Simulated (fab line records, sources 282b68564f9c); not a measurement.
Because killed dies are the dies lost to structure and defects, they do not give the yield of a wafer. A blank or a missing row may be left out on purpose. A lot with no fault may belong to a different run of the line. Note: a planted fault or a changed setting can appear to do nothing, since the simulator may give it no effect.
A struck lot beside a sound one ; flow rit-cmos ; 35 steps out of a route of 202
Sound: the wafers L221.1, L221.4, L221.6. Struck: wafer L233.4. (L233.5, L233.6 of the same lot were not struck and are left out.) The cause comes at the end.
For every step that has rows: the tool of each side, followed by ch and its chambers, followed by its first start. Under that, the readings that differ: sound wafers ; struck wafers ; difference of the means ; sigmas: that difference in standard deviations of wafers without a fault.
alike: readings whose means differ by less than 2 such deviations, and words and numbers that are the same on both sides. not compared: withheld readings, readings that some wafer has no value for, bounds like >300 that may hide the same value, and numbers for which the record gives no deviation and whose values overlap.
The two part at a step that has a row with sigmas, a row that says differs or no value, or rows on one side only. Numbers that have no deviation but don't overlap get no sigmas and don't part them. A reading that every wafer of one side lacks parts them only if that side has two wafers or more.

RIT_SILICIDE_RTA_06: time 10 s, ramp up 5 s, ramp down 10 s.
  sound on rtp-anneal-01 ch 0, day 3 21:10; struck on rtp-anneal-02 ch 0, day 6 07:29
  alike: wafer_temp_C_max
RIT_CONTACT_CVD_00: deposits SiO2 from TEOS, target thk 400 nm, time 61 s.
  sound on pecvd-04 ch 0,1,2, day 3 21:14; struck on pecvd-04 ch 1, day 6 07:33
  alike: heater-power-w
RIT_CONTACT_THK_MEAS_01:
  sound: film-metro-02 at day 3 21:17; struck: film-metro-04 at day 6 07:37
  alike: CONTACT_TEOS_THK
then, 6 steps without rows for these wafers: RIT_CONTACT_HMDS_02 (prime time 60 s); RIT_CONTACT_COAT_03 (resist thk 1000 nm); RIT_CONTACT_SOFTBAKE_04 (time 60 s); RIT_CONTACT_EXPOSE_05 (exposes mask M11, target cd 1000 nm); RIT_CONTACT_PEB_06; RIT_CONTACT_DEVELOP_07 (develop time 120 s).
RIT_CONTACT_CD_MEAS_08: target cd 1000 nm.
  sound: cd-sem-01 at day 3 22:19; struck: cd-sem-01 at day 6 08:40
  alike: cd-nm
RIT_CONTACT_OVL_MEAS_09:
  sound: overlay-02 at day 3 22:26; struck: overlay-02 at day 6 08:44
  alike: CONTACT_OVL
then, 1 step without rows for these wafers: RIT_CONTACT_HARDBAKE_10 (time 60 s).
RIT_CONTACT_ETCH_11: etches SiO2 in CHF3/CF4/Ar, stops on TiSi2, target depth 480 nm, time 320 s.
  sound on rie-diel-04 ch 0,3, day 3 22:37; struck on rie-diel-02 ch 0, day 6 08:55
reading;sound;struck;difference;sigmas
model.etch.depth-nm (nm);393.5 398.6 403.5;367.2;-31.3;
model.CONTACT.feature-depth-nm (nm);393.5 398.6 403.5;367.2;-31.3;
model.NOVOLAK_of_CONTACT_COAT_03.thk-nm (nm);769.5 766.1 770.3;793.6;+25.0;
  alike: drypump-motor-current-A, oes-product-au, throttle-valve-pct
  not compared: rf-hours-counter-h
RIT_CONTACT_STRIP_12: strips in O2, time 180 s.
  sound on plasma-asher-01 ch 0,1, day 3 22:49; struck on plasma-asher-03 ch 1, day 6 09:10
  alike: drypump-motor-current-A, rf-refl-power-W
  not compared: rf-hours-counter-h
RIT_CONTACT_CD_MEAS_90: target cd 1000 nm.
  sound: cd-sem-01 at day 3 22:59; struck: cd-sem-02 at day 6 09:20
  alike: cd-nm
then, 2 steps without rows for these wafers: RIT_CONTACT_CLEAN_13 (cleans in SC1, time 600 s); RIT_CONTACT_CLEAN_14 (cleans in SC2, time 600 s).
RIT_M1_SPUTTER_00: material Al, target thk 400 nm, time 500 s.
  the record has rows for the sound wafers here (pvd-sputter-01, day 3 23:29) and none for the struck ones
RIT_M1_RS_MEAS_01: a four-point-probe measurement.
  the record has rows for the sound wafers here (film-metro-02, day 3 23:46) and none for the struck ones
RIT_M1_THK_MEAS_02: measures by xrf.
  the record has rows for the sound wafers here (film-metro-02, day 3 23:53) and none for the struck ones
then, 6 steps without rows for these wafers: RIT_M1_HMDS_03 (prime time 60 s); RIT_M1_COAT_04 (resist thk 1300 nm); RIT_M1_SOFTBAKE_05 (time 60 s); RIT_M1_EXPOSE_06 (exposes mask M12, target cd 2600 nm); RIT_M1_PEB_07; RIT_M1_DEVELOP_08 (develop time 68 s).
RIT_M1_CD_MEAS_09: target cd 2600 nm.
  the record has rows for the sound wafers here (cd-sem-01, day 4 00:50) and none for the struck ones
RIT_M1_OVL_MEAS_10:
  the record has rows for the sound wafers here (overlay-02, day 4 00:57) and none for the struck ones
then, 3 steps without rows for these wafers: RIT_M1_HARDBAKE_11 (time 120 s); RIT_M1_METAL_ETCH_12 (etches Al in Cl2/BCl3, stops on SiO2, time 165 s, target depth 600 nm); RIT_M1_STRIP_13 (strips in nmp, time 600 s).
RIT_M1_STRIP_14: strips in O2, time 180 s.
  the record has rows for the sound wafers here (plasma-asher-03 ch 1, day 4 01:35) and none for the struck ones
RIT_M1_CD_MEAS_90: target cd 2600 nm.
  the record has rows for the sound wafers here (cd-sem-01, day 4 01:45) and none for the struck ones
then, 1 step without rows for these wafers: RIT_M1_ANNEAL_15 (time 1800 s).
RIT_M1_BOW_MEAS_16:
  the record has rows for the sound wafers here (film-metro-01, day 4 03:22) and none for the struck ones

## WHERE THEY PART
First at RIT_M1_SPUTTER_00; last, within this record, at RIT_M1_BOW_MEAS_16.

WHY: whatever the simulator had introduced
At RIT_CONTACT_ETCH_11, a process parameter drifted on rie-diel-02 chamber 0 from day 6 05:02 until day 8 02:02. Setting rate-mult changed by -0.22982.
